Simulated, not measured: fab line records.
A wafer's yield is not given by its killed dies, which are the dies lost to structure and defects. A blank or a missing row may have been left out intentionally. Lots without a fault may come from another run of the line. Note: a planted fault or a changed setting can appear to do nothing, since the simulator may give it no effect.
Matching of chambers -- flow berkeley cmos170 -- UCB170_M3_ETCH_17 on rie diel-03: 4 sister chambers
The step etches BARC in N2/H2. 14 wafers are shown with their chamber, then 7 later ones without.

== EACH WAFER AND ITS CHAMBER ==
wafer,chamber,throttle valve pct (%),drypump motor current A (A),oes product au (a.u.)
L666.2,3,13.64,5.4,0.991
L666.4,1,13.19,5.4,1.004
L666.6,1,13.18,5.5,1.008
L675.2,3,13.63,5.3,0.991
L675.3,1,13.19,5.4,1.024
L675.4,0,13.55,6.1,1.003
L673.2,0,13.52,6.1,1.002
L673.4,1,13.18,5.4,1.005
L673.5,2,13.25,5.7,1.034
L677.3,3,13.66,5.4,0.980
L677.4,1,13.19,5.4,1.010
L677.5,0,13.52,6.0,1.008
L679.2,1,13.19,5.4,1.014
L679.3,3,13.65,5.4,0.995

SIGNATURES (means of the wafers above)
reading,chamber 0,chamber 1,chamber 2,chamber 3,scatter within a chamber
throttle valve pct,13.5300,13.1867,13.2500,13.6450,0.0111
drypump motor current A,6.067,5.417,5.700,5.375,0.0474
oes product au,1.00433,1.01083,1.03400,0.98925,0.00647
Rule: a wafer lies at a distance from a chamber equal to the root of the sum of squares, over the readings, of (its reading less the chamber's mean, divided by the reading's scatter). The wafer belongs to the nearest chamber; if the next one is less than 2 further off, it can't be placed. How the scatter is found: for the shown wafers, subtract from each reading the mean of its chamber, square and add these, divide the total by (wafers less chambers), then take the root.

== WAFERS WITH NO CHAMBER GIVEN ==
wafer,throttle valve pct (%),drypump motor current A (A),oes product au (a.u.)
L679.6,13.25,5.8,1.044
L687.2,13.63,5.4,0.989
L687.5,13.50,6.1,1.001
L687.6,13.66,5.3,0.995
L689.1,13.26,5.8,1.047
L689.2,13.50,6.0,0.989
L689.6,13.52,6.1,1.006

== WHICH CHAMBER EACH ONE RAN IN ==
wafer,from the rows above,in truth
L679.6,2,2
L687.2,3,3
L687.5,0,0
L687.6,3,3
L689.1,2,2
L689.2,0,0
L689.6,0,0
Correct placement for 7 of the 7. Left unplaced by these rows: 0. Wrongly placed: 0.
